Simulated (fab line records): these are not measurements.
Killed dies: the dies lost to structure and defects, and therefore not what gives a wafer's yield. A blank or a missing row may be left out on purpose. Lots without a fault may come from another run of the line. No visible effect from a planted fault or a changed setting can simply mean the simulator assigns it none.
The tool behind it: which one? + flow rit cmos + 16 lots, 47 wafers sampled, at 5 steps of a route of 202

WHAT THE GAUGES SHOWED, per wafer
RIT_REOX_THK_MEAS_04.
| lot  | measured    | on            | REOX_OXIDE_THK (nm) |
|------|-------------|---------------|---------------------|
| L751 | day 3 02:57 | film metro-01 | 26.1 26.1 25.9      |
| L752 | day 3 06:22 | film metro-03 | 25.0 24.8 24.9      |
| L753 | day 3 13:34 | film metro-03 | 24.7 24.3 25.0      |
| L755 | day 3 18:03 | film metro-01 | 25.2 25.0 25.2      |
| L754 | day 3 18:03 | film metro-03 | 24.7 24.8 24.8      |
| L756 | day 4 02:20 | film metro-02 | 25.7 25.1 25.5      |
| L757 | day 4 06:12 | film metro-03 | 25.4 25.9 25.5      |
| L758 | day 4 09:30 | film metro-03 | 25.6 25.3 25.5      |
| L759 | day 4 16:06 | film metro-01 | 25.6 25.4 25.4      |
| L760 | day 4 23:17 | film metro-03 | 24.7 25.0 24.9      |
| L761 | day 5 02:14 | film metro-01 | 25.7 25.5 25.7      |
| L762 | day 5 10:10 | film metro-03 | 24.4 24.7           |
| L763 | day 5 16:03 | film metro-01 | 24.8 25.0 25.2      |
| L765 | day 6 01:05 | film metro-03 | 25.3 25.5 25.3      |
| L767 | day 6 06:17 | film metro-03 | 25.1 25.1 24.6      |
| L773 | day 7 14:40 | film metro-02 | 24.3 24.5 24.3      |

RIT_CONTACT_OVL_MEAS_09.
| lot  | measured    | on         | CONTACT_OVL (nm)  |
|------|-------------|------------|-------------------|
| L751 | day 3 15:01 | overlay-01 | 2.2 1.8 0.5       |
| L752 | day 3 18:23 | overlay-01 | -1.7 -0.5 -1.9    |
| L753 | day 4 01:14 | overlay-01 | 0.6 -0.5 0.9      |
| L755 | day 4 05:27 | overlay-02 | 0.0 -0.1 -0.7     |
| L754 | day 4 05:44 | overlay-01 | 0.7 -0.4 -0.6     |
| L756 | day 4 14:17 | overlay-01 | 0.7 -1.9 -2.7     |
| L757 | day 4 18:08 | overlay-01 | -0.1 0.8 1.0      |
| L758 | day 4 21:43 | overlay-02 | 0.9 0.4 0.8       |
| L759 | day 5 03:43 | overlay-01 | 0.6 0.3 1.4       |
| L760 | day 5 11:37 | overlay-01 | -1.2 -0.6 -0.4    |
| L761 | day 5 13:10 | overlay-01 | 170.4 171.8 169.4 |
| L762 | day 5 21:07 | overlay-02 | 172.3 174.0       |
| L763 | day 6 03:21 | overlay-02 | 173.5 172.5 171.7 |
| L765 | day 6 13:41 | overlay-02 | 171.4 171.3 172.5 |
| L767 | day 6 18:16 | overlay-01 | 0.2 0.5 1.1       |
| L773 | day 8 02:10 | overlay-02 | -0.1 2.1 0.0      |

RIT_M1_BOW_MEAS_16.
| lot  | measured    | on            | M1_BOW (um) |
|------|-------------|---------------|-------------|
| L751 | day 3 20:20 | film metro-03 | 7 10 9      |
| L752 | day 3 23:37 | film metro-04 | 17 9 -3     |
| L753 | day 4 06:17 | film metro-02 | 16 3 23     |
| L755 | day 4 10:58 | film metro-02 | 7 26 11     |
| L754 | day 4 12:28 | film metro-02 | 10 18 14    |
| L756 | day 4 19:27 | film metro-03 | 9 22 20     |
| L757 | day 4 23:11 | film metro-04 | 13 19 12    |
| L758 | day 5 02:50 | film metro-04 | 15 21 2     |
| L759 | day 5 08:38 | film metro-02 | 12 5 18     |
| L760 | day 5 16:44 | film metro-03 | 21 22 24    |
| L761 | day 5 18:14 | film metro-03 | 15 15 18    |
| L762 | day 6 02:03 | film metro-04 | 18 27       |
| L763 | day 6 08:16 | film metro-02 | 16 16 15    |
| L765 | day 6 19:31 | film metro-02 | 5 17        |
| L767 | day 6 23:29 | film metro-03 | 24 9 26     |
| L773 | day 8 07:16 | film metro-02 | 20 17 14    |

EACH LOT AND THE TOOL THAT RAN IT (in order: tool; ch and the chambers of the sampled wafers; start)
| lot  | RIT_GATE_ETCH_19                | RIT_CONTACT_EXPOSE_05              |
|------|---------------------------------|------------------------------------|
| L751 | rie si-02 ch 0,2,3, day 2 22:27 | iline stepper-01 ch 0, day 3 14:25 |
| L752 | rie si-01 ch 0,3, day 2 23:36   | iline stepper-02 ch 0, day 3 17:46 |
| L753 | rie si-02 ch 1,2, day 3 10:02   | iline stepper-01 ch 0, day 4 00:36 |
| L755 | rie si-01 ch 0,2,3, day 3 12:12 | iline stepper-02 ch 0, day 4 04:49 |
| L754 | rie si-02 ch 0,1,2, day 3 14:08 | iline stepper-01 ch 0, day 4 05:07 |
| L756 | rie si-01 ch 0,1,3, day 3 21:26 | iline stepper-02 ch 0, day 4 13:39 |
| L757 | rie si-02 ch 0,1,2, day 4 02:20 | iline stepper-02 ch 0, day 4 17:31 |
| L758 | rie si-01 ch 0,1,3, day 4 06:07 | iline stepper-02 ch 0, day 4 21:07 |
| L759 | rie si-02 ch 0,2,3, day 4 10:38 | iline stepper-02 ch 0, day 5 03:04 |
| L760 | rie si-01 ch 0,1, day 4 19:05   | iline stepper-02 ch 0, day 5 11:01 |
| L761 | rie si-02 ch 0,2,3, day 4 22:18 | iline stepper-02 ch 0, day 5 12:31 |
| L762 | rie si-01 ch 0,1, day 5 05:26   | iline stepper-02 ch 0, day 5 20:29 |
| L763 | rie si-02 ch 0,1,2, day 5 10:23 | iline stepper-02 ch 0, day 6 02:33 |
| L765 | rie si-02 ch 1,2, day 5 21:46   | iline stepper-02 ch 0, day 6 13:03 |
| L767 | rie si-02 ch 1,2,3, day 6 02:54 | iline stepper-01 ch 0, day 6 17:38 |
| L773 | rie si-02 ch 0,2, day 7 10:50   | iline stepper-01 ch 0, day 8 01:32 |
- RIT_GATE_ETCH_19: etches poly-Si in SF6/CHF3/O2, stops on SiO2, time 165 s, target depth 312.5 nm.
- RIT_CONTACT_EXPOSE_05: exposes mask M11, target cd 1000 nm.

AS READ BY THE TOOLS THEMSELVES (means over the sampled wafers that have a number; for cases with no such wafer, the mark the record gives instead)
RIT_GATE_ETCH_19.
| lot  | tool      | chamber pressure mTorr (mTorr) | drypump motor current A (A) | oes product au (a.u.) | rf fwd power W (W) | throttle valve pct (%) |
|------|-----------|--------------------------------|-----------------------------|-----------------------|--------------------|------------------------|
| L751 | rie si-02 | 39.97                          | 5.4                         | 0.857                 | 159.9              | 10.24                  |
| L752 | rie si-01 | 40.03                          | 5.2                         | 0.854                 | 159.9              | 10.21                  |
| L753 | rie si-02 | 39.99                          | 5.9                         | 0.840                 | 159.5              | 9.99                   |
| L755 | rie si-01 | 39.98                          | 5.2                         | 0.852                 | 159.4              | 10.16                  |
| L754 | rie si-02 | 40.02                          | 5.5                         | 0.835                 | 159.6              | 10.08                  |
| L756 | rie si-01 | 40.00                          | 5.3                         | 0.852                 | 159.4              | 10.19                  |
| L757 | rie si-02 | 40.01                          | 5.5                         | 0.832                 | 159.7              | 10.08                  |
| L758 | rie si-01 | 40.03                          | 5.3                         | 0.854                 | 159.4              | 10.17                  |
| L759 | rie si-02 | 40.03                          | 5.4                         | 0.847                 | 159.6              | 10.24                  |
| L760 | rie si-01 | 39.99                          | 5.1                         | 0.853                 | 159.8              | 10.08                  |
| L761 | rie si-02 | 39.97                          | 5.4                         | 0.844                 | 159.2              | 10.24                  |
| L762 | rie si-01 | 40.05                          | 5.2                         | 0.841                 | 159.6              | 10.12                  |
| L763 | rie si-02 | 40.02                          | 5.5                         | 0.829                 | 158.6              | 10.07                  |
| L765 | rie si-02 | 40.00                          | 5.9                         | 0.827                 | 159.4              | 10.00                  |
| L767 | rie si-02 | 40.01                          | 5.7                         | 0.850                 | 159.2              | 10.18                  |
| L773 | rie si-02 | 39.99                          | 5.2                         | 0.839                 | 159.3              | 10.17                  |

THE ANSWER, worked out from the rows above alone
Rule: usual is defined by the lots themselves. The widest of any qualifying gaps counts: lots, ordered by their means at a reading, are off when they make up no more than a third of the lots, leave a main group of 4 or more, and stand apart from it by 3 or more times the standard deviation of that group's means. Not used: any main group whose means are identical at the precision the tables above print for the reading. Also off: a lot with no number at a reading for which 4 or more lots have one. The other lots that the step has rows for count as sound. Order of review: gauges by route order, followed by the tools' own readings, for which a lot's mean as printed above is used. At the first step where some lot is off, the reading lying furthest off is the one used; lots without a number count as furthest.
Off: L761, L762, L763, L765, seen at RIT_CONTACT_OVL_MEAS_09 (CONTACT_OVL). The main group has a mean of 0.1 nm with a standard deviation of 0.85.
If a tool, at a process step before that reading, ran all the lots that are off and no sound lot after the first of them, it fits. The gauges at RIT_CONTACT_OVL_MEAS_09 are tried like those tools. One fits: RIT_CONTACT_EXPOSE_05 on iline stepper-02. A fault onset in the window from L760 (day 5 11:01, its last sound lot) to L761 (day 5 12:31, its first lot off) fits.

WHAT THE SIMULATOR HAD PUT IN
Scanner matching overlay: iline stepper-02, from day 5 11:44 on, at RIT_CONTACT_EXPOSE_05. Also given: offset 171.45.
Struck lots among those shown: L761, L762, L763, L765. The rule above found the same.
